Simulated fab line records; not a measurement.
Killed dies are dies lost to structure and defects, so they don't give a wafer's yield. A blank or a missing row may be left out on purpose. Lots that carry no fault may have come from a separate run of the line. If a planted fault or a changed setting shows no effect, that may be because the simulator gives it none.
A struck lot beside a sound one	flow rit cmos	27 out of 202 route steps
Sound: these wafers, L320.1, L320.2, L320.4. Struck: wafer L330.2 (L330.1, L330.6, from the same lot, were not struck and are left out); the cause is given at the end.
Order at every step that has rows: each side's tool, ch and its chambers, its first start. Under that, the readings that differ: sound wafers	struck wafers	difference of the means	sigmas: that difference in standard deviations of wafers without a fault.
alike: readings whose means differ by less than 2 such deviations, and words and numbers that are the same on both sides. not compared: withheld readings, readings that some wafer has no value for, bounds like >300 that may hide the same value, and numbers for which the record gives no deviation and whose values overlap.
A row with sigmas, a row that says differs or no value, or rows on one side alone: a step with any of these is where the two part. Numbers that have no deviation but don't overlap get no sigmas and don't part them. Lack of a reading on every wafer of one side parts them only where that side has two or more wafers.

first, 4 steps without rows for these wafers: RIT_CONTACT_SOFTBAKE_04 (time 60 s); RIT_CONTACT_EXPOSE_05 (exposes mask M11, target cd 1000 nm); RIT_CONTACT_PEB_06; RIT_CONTACT_DEVELOP_07 (develop time 120 s).
RIT_CONTACT_CD_MEAS_08 targets a cd of 1000 nm.
  sound on cd sem-01, day 3 16:08; struck on cd sem-02, day 5 13:34
  alike: cd nm
RIT_CONTACT_OVL_MEAS_09:
  sound on overlay-02, day 3 16:15; struck on overlay-02, day 5 13:41
  alike: CONTACT_OVL
then, 1 step without rows for these wafers: RIT_CONTACT_HARDBAKE_10 (time 60 s).
RIT_CONTACT_ETCH_11: etches SiO2 in CHF3/CF4/Ar, stops on TiSi2, target depth 480 nm, time 320 s.
  sound on rie diel-04 ch 1,2,3, day 3 16:26; struck on rie diel-02 ch 0, day 5 13:52
reading	sound	struck	difference	sigmas
rf hours counter h (h)	2 24 18	130	+115	
throttle valve pct (%)	8.83 8.92 8.78	9.17	+0.33	+3
  alike: chamber pressure mTorr, drypump motor current A, oes product au
RIT_CONTACT_STRIP_12: strips in O2, time 180 s.
  sound on plasma asher-03 ch 0,1, day 3 16:38; struck on plasma asher-01 ch 0, day 5 14:04
reading	sound	struck	difference	sigmas
drypump motor current A (A)	6.4 6.3 6.3	5.4	-0.9	-2
  alike: chamber pressure mTorr
  not compared: rf hours counter h
RIT_CONTACT_CD_MEAS_90 targets a cd of 1000 nm.
  sound on cd sem-01, day 3 16:49; struck on cd sem-01, day 5 14:14
  alike: cd nm
then, 2 steps without rows for these wafers: RIT_CONTACT_CLEAN_13 (cleans in SC1, time 600 s); RIT_CONTACT_CLEAN_14 (cleans in SC2, time 600 s).
RIT_M1_SPUTTER_00: material Al, target thk 400 nm, time 500 s.
  sound on pvd sputter-02, day 3 17:17; struck on pvd sputter-02, day 5 14:43
reading	sound	struck	difference	sigmas
model.Al_of_M1_SPUTTER_00.thk nm (nm)	393.8 396.2 399	415.8	+19.5	
  alike: chamber pressure pa, throttle valve pct
RIT_M1_RS_MEAS_01: a four-point-probe measurement.
  sound on film metro-01, day 3 17:34; struck on film metro-04, day 5 15:01
reading	sound	struck	difference	sigmas
M1_AL_RS (ohm/sq)	0.0745 0.0740 0.0734	0.0704	-0.0036	-5
RIT_M1_THK_MEAS_02: measures by xrf.
  sound on film metro-01, day 3 17:41; struck on film metro-04, day 5 15:08
reading	sound	struck	difference	sigmas
M1_AL_THK (nm)	398 398 400	418	+19	+5
then, 6 steps without rows for these wafers: RIT_M1_HMDS_03 (prime time 60 s); RIT_M1_COAT_04 (resist thk 1300 nm); RIT_M1_SOFTBAKE_05 (time 60 s); RIT_M1_EXPOSE_06 (exposes mask M12, target cd 2600 nm); RIT_M1_PEB_07; RIT_M1_DEVELOP_08 (develop time 68 s).
RIT_M1_CD_MEAS_09 targets a cd of 2600 nm.
  sound on cd sem-01, day 3 18:50; struck on cd sem-02, day 5 16:04
reading	sound	struck	difference	sigmas
cd nm (nm)	2604.7 2602.4 2602.5	2621.3	+18.1	+6
RIT_M1_OVL_MEAS_10:
  sound on overlay-02, day 3 18:58; struck on overlay-02, day 5 16:11
  alike: M1_OVL
then, 1 step without rows for these wafers: RIT_M1_HARDBAKE_11 (time 120 s).
RIT_M1_METAL_ETCH_12: etches Al in Cl2/BCl3, stops on SiO2, time 165 s, target depth 600 nm.
  sound on rie metal-02 ch 0,1, day 3 19:16; struck on rie metal-01 ch 1, day 5 16:28
reading	sound	struck	difference	sigmas
oes product au (a.u.)	0.775 0.773 0.774	0.807	+0.033	+3
model.M1.feature depth nm (nm)	425.9 428.9 431.8	448.9	+20.0	
model.etch.depth nm (nm)	393.8 396.2 399	415.8	+19.5	
  alike: chamber pressure mTorr, drypump motor current A, throttle valve pct
  not compared: rf hours counter h
then, 1 step without rows for these wafers: RIT_M1_STRIP_13 (strips in nmp, time 600 s).
RIT_M1_PROBE_99:
  sound on prober-01, day 3 21:31; struck on prober-02, day 5 19:01
reading	sound	struck	difference	sigmas
model.etest.m1.rs ohm sq	0.07366 0.07292 0.07239	0.06971	-0.00328	
  alike: defect limited yield, killed at contacts, killed at front end, killed dies, killed open, killed short, sort_bin_3_pad_short, sort_bin_5_function, sort_bin_6_memory, sort n pass, sort yield pct

WHERE THEY PART
Last at RIT_M1_METAL_ETCH_12 as far as this record goes, first at RIT_CONTACT_ETCH_11. Later steps at which nothing parts them and some readings are alike: RIT_M1_PROBE_99.

WHY: whatever the simulator had introduced
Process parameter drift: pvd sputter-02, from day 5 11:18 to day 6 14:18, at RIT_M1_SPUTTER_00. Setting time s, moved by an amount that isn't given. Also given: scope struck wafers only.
